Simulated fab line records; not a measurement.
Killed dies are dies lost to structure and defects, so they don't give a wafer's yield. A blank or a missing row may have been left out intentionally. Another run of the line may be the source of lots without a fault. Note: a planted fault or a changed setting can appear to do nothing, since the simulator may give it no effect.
Which tool did it? ; flow berkeley_cmos170 ; Sampling: 6 lots, 18 wafers, 2 of 331 route steps

== WHAT THE GAUGES SHOWED, per wafer ==
UCB170_PWELL_THK_MEAS_06.
lot;measured;on;PWELL_NITRIDE_THK (nm)
L618;day 3 01:37;film_metro-02;222.8 223.4 222.1
L620;day 3 16:06;film_metro-01;219.8 220.2 220.4
L622;day 3 21:58;film_metro-01;218.5 218.3 216.5
L626;day 4 20:12;film_metro-02;217.4 217.3 216.5
L629;day 5 10:01;film_metro-02;323.2 320.7 321.8
L639;day 7 19:46;film_metro-01;218.7 221.3 219.0

== EACH LOT AND THE TOOL THAT RAN IT (in order: tool; ch and the chambers of the sampled wafers; start) ==
lot;UCB170_PWELL_CVD_05
L618;lpcvd-01 ch 0, day 2 23:41
L620;lpcvd-01 ch 1, day 3 13:14
L622;lpcvd-02 ch 0, day 3 20:04
L626;lpcvd-01 ch 0, day 4 18:16
L629;lpcvd-01 ch 0, day 5 08:05
L639;lpcvd-02 ch 1, day 7 16:53
- UCB170_PWELL_CVD_05: deposits Si3N4 from SiH2Cl2/NH3, target thk 220 nm, time 3300 s.

== THE ANSWER, worked out from the rows above alone ==
Rule: usual is defined by the lots themselves. The widest of any qualifying gaps counts: lots, ordered by their means at a reading, are off when they make up no more than a third of the lots, leave a main group of 4 or more, and stand apart from it by 3 or more times the standard deviation of that group's means. If all means in a main group match to the digits the tables above print for the reading, that group is not used. Also off: a lot with no number at a reading for which 4 or more lots have one. Any other lot the step has rows for is counted as sound.
Off: L629, at UCB170_PWELL_THK_MEAS_06 (PWELL_NITRIDE_THK). The main group has a mean of 219.5 nm with a standard deviation of 2.
If a tool, at a process step before that reading, ran all the lots that are off and no sound lot after the first of them, it fits. Gauges at UCB170_PWELL_THK_MEAS_06: tried the same way as those tools. This does not decide it: 2 tools fit, namely lpcvd-01 at UCB170_PWELL_CVD_05 and film_metro-02 at UCB170_PWELL_THK_MEAS_06.

== WHAT WAS PUT IN BY THE SIMULATOR ==
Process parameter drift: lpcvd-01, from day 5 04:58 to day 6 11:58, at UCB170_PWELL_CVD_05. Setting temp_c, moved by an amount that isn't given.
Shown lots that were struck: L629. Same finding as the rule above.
